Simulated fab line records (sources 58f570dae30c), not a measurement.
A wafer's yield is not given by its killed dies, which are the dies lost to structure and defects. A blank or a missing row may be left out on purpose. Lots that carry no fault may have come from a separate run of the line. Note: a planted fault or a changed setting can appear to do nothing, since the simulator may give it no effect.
A sampling plan put to the test	flow berkeley cmos170	one line in one fab, 33 faults in these records, each fault weighed on the records of the lots it struck
The plan consists of the line's own looks: route steps at which the wafer is read by a gauge or an inspection but not changed. A look can be judged if struck wafers have a number there and the file gives its usual mean and standard deviation on fault-free wafers. Caught: at a look after the fault's first step, the mean of the struck wafers lies 4 or more of those standard deviations (sigma) from the usual mean. On the tool: the fault's steps, tested the same way using the tool's own readings. Also counted as caught: the struck wafers showing another recipe, or a record that is empty for them alone.

THE FAULTS, as the simulator had put them in
1. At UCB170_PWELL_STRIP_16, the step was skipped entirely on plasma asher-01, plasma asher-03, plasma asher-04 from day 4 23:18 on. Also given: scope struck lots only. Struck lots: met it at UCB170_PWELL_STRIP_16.
2. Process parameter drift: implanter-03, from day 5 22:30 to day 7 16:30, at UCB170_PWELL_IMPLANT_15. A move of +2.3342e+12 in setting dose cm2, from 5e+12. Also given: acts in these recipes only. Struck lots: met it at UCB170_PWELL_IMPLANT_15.
3. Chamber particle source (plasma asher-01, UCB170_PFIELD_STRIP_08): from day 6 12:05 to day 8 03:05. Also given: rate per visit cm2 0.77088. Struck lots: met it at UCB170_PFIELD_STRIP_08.
4. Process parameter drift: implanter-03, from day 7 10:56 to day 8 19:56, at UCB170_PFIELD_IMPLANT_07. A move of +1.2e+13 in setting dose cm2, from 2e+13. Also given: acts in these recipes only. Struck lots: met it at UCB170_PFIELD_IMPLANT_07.
5. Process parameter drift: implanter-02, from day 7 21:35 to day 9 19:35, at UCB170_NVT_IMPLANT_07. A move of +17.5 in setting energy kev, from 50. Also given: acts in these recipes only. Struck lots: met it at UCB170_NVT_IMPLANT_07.
6. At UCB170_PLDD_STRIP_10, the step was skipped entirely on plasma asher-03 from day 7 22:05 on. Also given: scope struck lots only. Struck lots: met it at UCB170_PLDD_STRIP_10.
7. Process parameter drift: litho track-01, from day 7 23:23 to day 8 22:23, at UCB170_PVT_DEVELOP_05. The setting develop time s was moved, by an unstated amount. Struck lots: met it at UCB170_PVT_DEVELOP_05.
8. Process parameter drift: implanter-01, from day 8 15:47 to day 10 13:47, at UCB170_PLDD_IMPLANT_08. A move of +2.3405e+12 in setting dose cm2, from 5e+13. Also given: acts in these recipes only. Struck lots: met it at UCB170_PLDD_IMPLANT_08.
9. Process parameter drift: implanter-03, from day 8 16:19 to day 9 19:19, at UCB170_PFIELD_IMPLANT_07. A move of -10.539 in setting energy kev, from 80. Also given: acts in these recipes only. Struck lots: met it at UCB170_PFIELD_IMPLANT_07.
10. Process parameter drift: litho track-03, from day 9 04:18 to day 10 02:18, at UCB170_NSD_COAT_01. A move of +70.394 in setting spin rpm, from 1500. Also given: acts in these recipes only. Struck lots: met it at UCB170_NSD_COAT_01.
11. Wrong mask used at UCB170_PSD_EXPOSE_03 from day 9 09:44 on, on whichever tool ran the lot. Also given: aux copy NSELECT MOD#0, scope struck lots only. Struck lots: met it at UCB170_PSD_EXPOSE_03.
12. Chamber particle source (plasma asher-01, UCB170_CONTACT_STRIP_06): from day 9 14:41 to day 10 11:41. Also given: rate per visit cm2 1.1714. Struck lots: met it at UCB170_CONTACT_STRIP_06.
13. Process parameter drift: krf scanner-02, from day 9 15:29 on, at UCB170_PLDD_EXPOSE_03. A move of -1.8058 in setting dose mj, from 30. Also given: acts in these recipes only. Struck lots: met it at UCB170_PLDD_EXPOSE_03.
14. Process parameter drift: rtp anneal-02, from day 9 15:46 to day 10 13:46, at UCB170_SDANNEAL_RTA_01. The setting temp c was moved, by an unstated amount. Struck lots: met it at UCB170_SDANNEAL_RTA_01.
15. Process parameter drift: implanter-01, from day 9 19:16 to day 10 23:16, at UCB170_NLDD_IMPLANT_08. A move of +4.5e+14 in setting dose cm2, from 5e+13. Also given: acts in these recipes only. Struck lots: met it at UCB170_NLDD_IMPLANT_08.
16. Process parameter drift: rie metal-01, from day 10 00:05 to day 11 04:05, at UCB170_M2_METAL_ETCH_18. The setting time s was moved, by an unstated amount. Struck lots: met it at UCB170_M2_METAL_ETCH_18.
17. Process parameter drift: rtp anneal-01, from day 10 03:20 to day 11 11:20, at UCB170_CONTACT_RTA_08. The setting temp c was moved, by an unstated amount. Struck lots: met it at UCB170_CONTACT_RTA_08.
18. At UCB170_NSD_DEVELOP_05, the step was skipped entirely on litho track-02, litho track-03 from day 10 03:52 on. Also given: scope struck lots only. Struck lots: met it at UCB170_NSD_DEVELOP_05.
19. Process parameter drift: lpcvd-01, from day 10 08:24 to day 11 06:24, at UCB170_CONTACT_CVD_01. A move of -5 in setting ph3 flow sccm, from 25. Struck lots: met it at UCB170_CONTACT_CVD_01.
20. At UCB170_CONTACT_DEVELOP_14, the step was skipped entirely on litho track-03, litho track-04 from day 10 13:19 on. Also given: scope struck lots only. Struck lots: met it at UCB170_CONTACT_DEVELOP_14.
21. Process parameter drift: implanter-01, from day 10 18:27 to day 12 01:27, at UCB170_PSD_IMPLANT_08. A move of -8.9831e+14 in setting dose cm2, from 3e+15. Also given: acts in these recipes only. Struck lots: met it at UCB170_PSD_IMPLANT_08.
22. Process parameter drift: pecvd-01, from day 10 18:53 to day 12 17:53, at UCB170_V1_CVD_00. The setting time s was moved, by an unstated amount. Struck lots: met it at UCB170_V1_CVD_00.
23. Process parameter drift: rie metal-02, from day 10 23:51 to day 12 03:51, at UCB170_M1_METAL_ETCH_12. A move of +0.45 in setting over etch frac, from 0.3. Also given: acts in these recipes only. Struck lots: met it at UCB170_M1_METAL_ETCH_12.
24. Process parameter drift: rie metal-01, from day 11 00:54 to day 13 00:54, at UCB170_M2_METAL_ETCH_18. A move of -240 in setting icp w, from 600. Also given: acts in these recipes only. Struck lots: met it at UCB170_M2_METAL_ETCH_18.
25. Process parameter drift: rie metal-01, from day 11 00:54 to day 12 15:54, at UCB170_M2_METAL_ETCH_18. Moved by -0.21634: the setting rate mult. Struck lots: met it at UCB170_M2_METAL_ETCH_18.
26. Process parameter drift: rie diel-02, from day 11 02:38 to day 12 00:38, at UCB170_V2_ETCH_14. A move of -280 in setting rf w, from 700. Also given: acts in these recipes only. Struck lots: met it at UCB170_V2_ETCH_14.
27. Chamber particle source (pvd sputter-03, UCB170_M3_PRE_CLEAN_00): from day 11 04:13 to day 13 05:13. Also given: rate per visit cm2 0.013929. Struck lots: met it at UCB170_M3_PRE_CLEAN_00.
28. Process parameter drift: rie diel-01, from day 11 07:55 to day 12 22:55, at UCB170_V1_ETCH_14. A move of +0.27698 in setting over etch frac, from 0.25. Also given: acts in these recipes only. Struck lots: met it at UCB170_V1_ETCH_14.
29. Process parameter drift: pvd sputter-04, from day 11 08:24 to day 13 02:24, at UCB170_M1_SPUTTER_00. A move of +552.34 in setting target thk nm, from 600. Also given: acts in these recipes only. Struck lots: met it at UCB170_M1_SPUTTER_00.
30. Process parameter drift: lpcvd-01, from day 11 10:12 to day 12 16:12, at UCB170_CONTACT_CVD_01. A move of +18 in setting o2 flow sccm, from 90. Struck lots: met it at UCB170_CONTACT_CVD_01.
31. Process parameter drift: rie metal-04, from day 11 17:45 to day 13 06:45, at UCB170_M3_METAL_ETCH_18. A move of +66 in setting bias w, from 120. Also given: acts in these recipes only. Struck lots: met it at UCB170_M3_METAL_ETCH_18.
32. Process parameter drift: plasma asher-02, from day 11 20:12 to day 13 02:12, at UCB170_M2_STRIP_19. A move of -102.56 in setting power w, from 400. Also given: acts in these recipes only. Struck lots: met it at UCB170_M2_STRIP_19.
33. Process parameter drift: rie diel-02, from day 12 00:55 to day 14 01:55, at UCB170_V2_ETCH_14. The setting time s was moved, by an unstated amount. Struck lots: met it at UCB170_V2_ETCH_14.

WHAT THE PLAN SAW
fault	on the tool itself	first look that catches it	reading, sigma	median hours from its first step to that look	hours from the fault's start to the first struck lot there	judged looks passed uncaught
1	no reading that can be judged	not the one look that can be judged after it	-	-	-	1
2	dose ions cm2 +99 or beyond sigma	UCB170_PWELL_TW_MEAS_17	PWELL_TW +28	0.2	5	0
3	under 2 sigma	no look after it can be judged	-	-	-	0
4	dose ions cm2 +99 or beyond sigma	UCB170_PFIELD_TW_MEAS_09	PFIELD_TW +23	0.2	9	0
5	beam energy keV +99 or beyond sigma	UCB170_NVT_TW_MEAS_09	NVT_TW +10	0.2	3	0
6	the tool's record is blank for the struck wafers	UCB170_NLDD_TW_MEAS_11	NLDD_TW -99 or beyond	2.8	3	0
7	no reading that can be judged	UCB170_PVT_TW_MEAS_09	PVT_TW -99 or beyond	0.8	3	0
8	dose ions cm2 +48 sigma	UCB170_SDANNEAL_RS_MEAS_04	PLDD_RS -6.5	16.2	20	0
9	beam energy keV -99 or beyond sigma	not the one look that can be judged after it	strongest: PFIELD_TW at UCB170_PFIELD_TW_MEAS_09, -3.3	-	-	1
10	spin speed rpm +64 sigma	not the one look that can be judged after it	-	-	-	1
11	no reading that can be judged	UCB170_PSD_TW_MEAS_10	PSD_TW -99 or beyond	0.8	8	0
12	under 2 sigma	no look after it can be judged	-	-	-	0
13	exposure dose mJ cm2 -51 sigma	UCB170_PLDD_CD_MEAS_06	cd nm -8.0	0.4	10	0
14	wafer_temp_C_max +19 sigma	UCB170_SDANNEAL_RS_MEAS_02	PSD_RS -33	0.1	5	0
15	dose ions cm2 +99 or beyond sigma	UCB170_NLDD_TW_MEAS_11	NLDD_TW +46	0.4	10	0
16	run length s -69 sigma	not the one look that can be judged after it	strongest: cd nm at UCB170_M2_CD_MEAS_90, +2.6	-	-	1
17	wafer_temp_C_max -11 sigma	no look after it can be judged	-	-	-	0
18	no reading that can be judged	no look after it can be judged	-	-	-	0
19	ph3 flow sccm -66 sigma	not the one look that can be judged after it	strongest: CONTACT_PSG_THK at UCB170_CONTACT_THK_MEAS_02, -2.5	-	-	1
20	no reading that can be judged	no look after it can be judged	-	-	-	0
21	dose ions cm2 -99 or beyond sigma	UCB170_PSD_TW_MEAS_10	PSD_TW -11	0.2	7	0
22	run length s +35 sigma	UCB170_V1_THK_MEAS_01	V1_TEOS_THK +6.7	0.2	7	0
23	oes product au -9.5 sigma	UCB170_M1_CD_MEAS_90	cd nm -4.5	0.4	1	0
24	rf fwd power W -99 or beyond sigma	UCB170_M2_CD_MEAS_90	cd nm +7.0	0.3	8	0
25	under 2 sigma	UCB170_M2_CD_MEAS_90	cd nm +4.2	0.3	8	0
26	rf fwd power W -99 or beyond sigma	UCB170_V2_CD_MEAS_90	cd nm -4.1	0.3	7	0
27	no reading that can be judged	none of the 6 looks that can be judged after it	-	-	-	6
28	oes product au -5.3 sigma	not the one look that can be judged after it	-	-	-	1
29	under 2 sigma	UCB170_M1_RS_MEAS_01	M1_AL_RS -46	0.1	3	0
30	o2 flow sccm +72 sigma	UCB170_CONTACT_THK_MEAS_02	CONTACT_PSG_THK +11	1.8	5	0
31	bias w +99 or beyond sigma	no look after it can be judged	-	-	-	0
32	oes product au -33 sigma	no look after it can be judged	-	-	-	0
33	run length s +99 or beyond sigma	not the one look that can be judged after it	-	-	-	1
Dash: fault not caught, or number not given in these records.

Caught at a look: 18 of 33. Caught on the tool: 23 of 33. By one or the other: 27 of 33.
Caught on the tool alone: faults 9, 10, 16, 17, 19, 28, 31, 32, 33.
Caught at a look alone: faults 7, 11, 25, 29.
Caught by neither: faults 1, 3, 12, 18, 20, 27.

THINNER SAMPLING
Were the look that catches a fault to measure just every second or every third lot (counted by lot number), the first struck lot would, at worst, be measured this late:
fault	struck lots at that look, in order of time	every lot	every second lot	every third lot
2	L186, L188, L190	5 h	may miss all 3	25 h
4	L773, L776	9 h	25 h	may miss all 2
5	L767, L770	3 h	15 h	may miss all 2
6	L541, L542	3 h	17 h	may miss all 2
7	L223, L227, L226	3 h	16 h	may miss all 3
8	L632, L633, L636	20 h	32 h	may miss all 3
11	L271	8 h	may miss it	may miss it
13	L798, L800	10 h	may miss all 2	may miss all 2
14	L975, L973	5 h	may miss all 2	may miss all 2
15	L146, L148	10 h	may miss all 2	may miss all 2
21	L134, L138	7 h	may miss all 2	may miss all 2
22	L948, L950	7 h	may miss all 2	may miss all 2
23	L419, L422	1 h	14 h	may miss all 2
24	L903, L905, L907	8 h	may miss all 3	20 h
25	L924, L926	8 h	may miss all 2	may miss all 2
26	L937, L938	7 h	9 h	may miss all 2
29	L697, L699	3 h	may miss all 2	may miss all 2
30	L461, L462	5 h	18 h	may miss all 2
Hours are from the fault's start to the first struck lot that is measured. 4 sigma limit: tested on the pooled struck wafers, so a lone lot may be under it. Other struck lots may not be in these records.

THE LONGEST TIMED WAY FROM STEP TO LOOK
Fault 8: a median of 16.2 hours passes between UCB170_PLDD_IMPLANT_08 and UCB170_SDANNEAL_RS_MEAS_04. No look between them can be judged.
